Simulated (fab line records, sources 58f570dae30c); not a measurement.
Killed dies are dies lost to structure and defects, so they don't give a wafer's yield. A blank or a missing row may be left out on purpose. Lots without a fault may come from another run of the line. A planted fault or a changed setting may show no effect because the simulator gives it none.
Tool commonality check | flow berkeley_cmos170 | 14 lots, 42 wafers sampled

WHY IT WAS OPENED
At UCB170_CONTACT_CD_MEAS_15 the reading cd_nm is flagged on 2 of 14 lots. Wafers without a fault read 700.5 nm, standard deviation 1.5.
Rule: a lot is flagged when every wafer of it that has a number lies more than 4 standard deviations from that mean, or none has a number. The other lots count as sound.

lot  | measured     | on        | cd_nm (nm), wafer by wafer | flag
L283 | day 8 09:22  | cd_sem-01 | 700.3 700.7 701.3          |
L289 | day 8 22:39  | cd_sem-01 | 697.8 697.5 697.8          |
L288 | day 9 01:07  | cd_sem-02 | 699.1 700.4 701.1          |
L285 | day 9 01:27  | cd_sem-01 | 699.3 699.0 698.4          |
L286 | day 9 01:31  | cd_sem-02 | 700.5 700.3 700.7          |
L291 | day 9 18:18  | cd_sem-02 | 727.3 720.4 712.1          | FLAGGED
L292 | day 9 18:41  | cd_sem-02 | 700.1 702.1 703.0          |
L290 | day 9 18:57  | cd_sem-02 | 726.9 710.3 714.0          | FLAGGED
L302 | day 11 08:39 | cd_sem-01 | 701.7 702.8 701.5          |
L301 | day 11 09:10 | cd_sem-02 | 698.6 699.7 698.2          |
L300 | day 11 09:23 | cd_sem-01 | 697.2 699.6 698.1          |
L304 | day 11 22:56 | cd_sem-02 | 701.1 700.8 700.8          |
L305 | day 12 13:24 | cd_sem-01 | 701.4 701.7 701.0          |
L306 | day 12 13:39 | cd_sem-02 | 702.3 701.9 701.6          |
The numbers of the flagged lots are 718.5 nm on average: +18.0 nm against the usual, or +12 standard deviations.

WHICH TOOL RAN EACH LOT
The record holds 3 process steps before the reading, out of a route of 331 steps. In each cell: the tool, then ch and the chambers that the sampled wafers went through, then the start.
lot  | flag    | UCB170_SILICIDE_RTA_04           | UCB170_CONTACT_RTA_08            | UCB170_CONTACT_EXPOSE_12
L283 |         | rtp_anneal-02 ch 0, day 8 04:31  | rtp_anneal-01 ch 0, day 8 08:20  | krf_scanner-01 ch 0, day 8 08:59
L289 |         | rtp_anneal-02 ch 0, day 8 18:04  | rtp_anneal-01 ch 0, day 8 20:59  | krf_scanner-01 ch 0, day 8 21:37
L288 |         | rtp_anneal-02 ch 0, day 8 18:35  | rtp_anneal-02 ch 0, day 8 22:51  | krf_scanner-01 ch 0, day 8 23:50
L285 |         | rtp_anneal-01 ch 0, day 8 18:38  | rtp_anneal-01 ch 0, day 8 22:51  | krf_scanner-01 ch 0, day 8 23:58
L286 |         | rtp_anneal-01 ch 0, day 8 18:14  | rtp_anneal-02 ch 0, day 8 23:02  | krf_scanner-02 ch 0, day 9 00:24
L291 | FLAGGED | rtp_anneal-02 ch 0, day 9 12:11  | rtp_anneal-01 ch 0, day 9 15:29  | krf_scanner-01 ch 0, day 9 16:59
L292 |         | rtp_anneal-02 ch 0, day 9 11:43  | rtp_anneal-02 ch 0, day 9 15:31  | krf_scanner-02 ch 0, day 9 17:13
L290 | FLAGGED | rtp_anneal-01 ch 0, day 9 11:54  | rtp_anneal-01 ch 0, day 9 15:38  | krf_scanner-01 ch 0, day 9 17:28
L302 |         | rtp_anneal-01 ch 0, day 11 00:37 | rtp_anneal-02 ch 0, day 11 05:57 | krf_scanner-02 ch 0, day 11 06:56
L301 |         | rtp_anneal-02 ch 0, day 11 00:22 | rtp_anneal-01 ch 0, day 11 05:56 | krf_scanner-02 ch 0, day 11 07:10
L300 |         | rtp_anneal-02 ch 0, day 11 01:31 | rtp_anneal-01 ch 0, day 11 06:01 | krf_scanner-02 ch 0, day 11 07:38
L304 |         | rtp_anneal-02 ch 0, day 11 17:37 | rtp_anneal-02 ch 0, day 11 21:18 | krf_scanner-02 ch 0, day 11 21:56
L305 |         | rtp_anneal-02 ch 0, day 12 07:44 | rtp_anneal-01 ch 0, day 12 11:44 | krf_scanner-02 ch 0, day 12 12:48
L306 |         | rtp_anneal-02 ch 0, day 12 08:02 | rtp_anneal-02 ch 0, day 12 11:53 | krf_scanner-02 ch 0, day 12 12:53
What these steps do:
- UCB170_SILICIDE_RTA_04: time 15 s.
- UCB170_CONTACT_RTA_08: time 10 s.
- UCB170_CONTACT_EXPOSE_12: exposes mask CONT, target cd 700 nm.
- UCB170_CONTACT_CD_MEAS_15: target cd 700 nm.

FLAGGED OVER TOTAL, TOOL BY TOOL (the gauges that took the reading come last)
step                      | tool           | lots run | flagged | share of the flagged lots | sound lots run after its first flagged lot
UCB170_SILICIDE_RTA_04    | rtp_anneal-01  | 4        | 1       | some                      | 1 (L302)
UCB170_SILICIDE_RTA_04    | rtp_anneal-02  | 10       | 1       | some                      | 5 (L301,L300,L304,L305,L306)
UCB170_CONTACT_RTA_08     | rtp_anneal-01  | 8        | 2       | all                       | 3 (L301,L300,L305)
UCB170_CONTACT_RTA_08     | rtp_anneal-02  | 6        | 0       | none                      | -
UCB170_CONTACT_EXPOSE_12  | krf_scanner-01 | 6        | 2       | all                       | 0
UCB170_CONTACT_EXPOSE_12  | krf_scanner-02 | 8        | 0       | none                      | -
UCB170_CONTACT_CD_MEAS_15 | cd_sem-01      | 6        | 0       | none                      | -
UCB170_CONTACT_CD_MEAS_15 | cd_sem-02      | 8        | 2       | all                       | 4 (L292,L301,L304,L306)

WHAT THE TABLE ALLOWS
3 rows of the table ran every flagged lot: rtp_anneal-01 at UCB170_CONTACT_RTA_08, krf_scanner-01 at UCB170_CONTACT_EXPOSE_12, cd_sem-02 at UCB170_CONTACT_CD_MEAS_15.
- rtp_anneal-01 at UCB170_CONTACT_RTA_08: 2 of its 8 lots flagged. Sound lots ran on it after the first flagged one (L301, L300, L305), which a lasting fault on the whole tool wouldn't allow.
- krf_scanner-01 at UCB170_CONTACT_EXPOSE_12: 2 of its 6 lots flagged. Its last sound lot is L285 (day 8 23:58), its first flagged lot L291 (day 9 16:59): a fault that began between those two fits.
- cd_sem-02 at UCB170_CONTACT_CD_MEAS_15: 2 of its 8 lots flagged. Sound lots ran on it after the first flagged one (L292, L301, L304, L306), which a lasting fault on the whole tool wouldn't allow.
One tool is left: krf_scanner-01 at UCB170_CONTACT_EXPOSE_12.

WHAT THE SIMULATOR HAD PUT IN
Process parameter drift: krf_scanner-01, from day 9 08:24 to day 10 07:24, at UCB170_CONTACT_EXPOSE_12. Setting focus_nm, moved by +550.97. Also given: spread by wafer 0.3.
Lots struck among those shown: L291, L290. The rule above found the same.
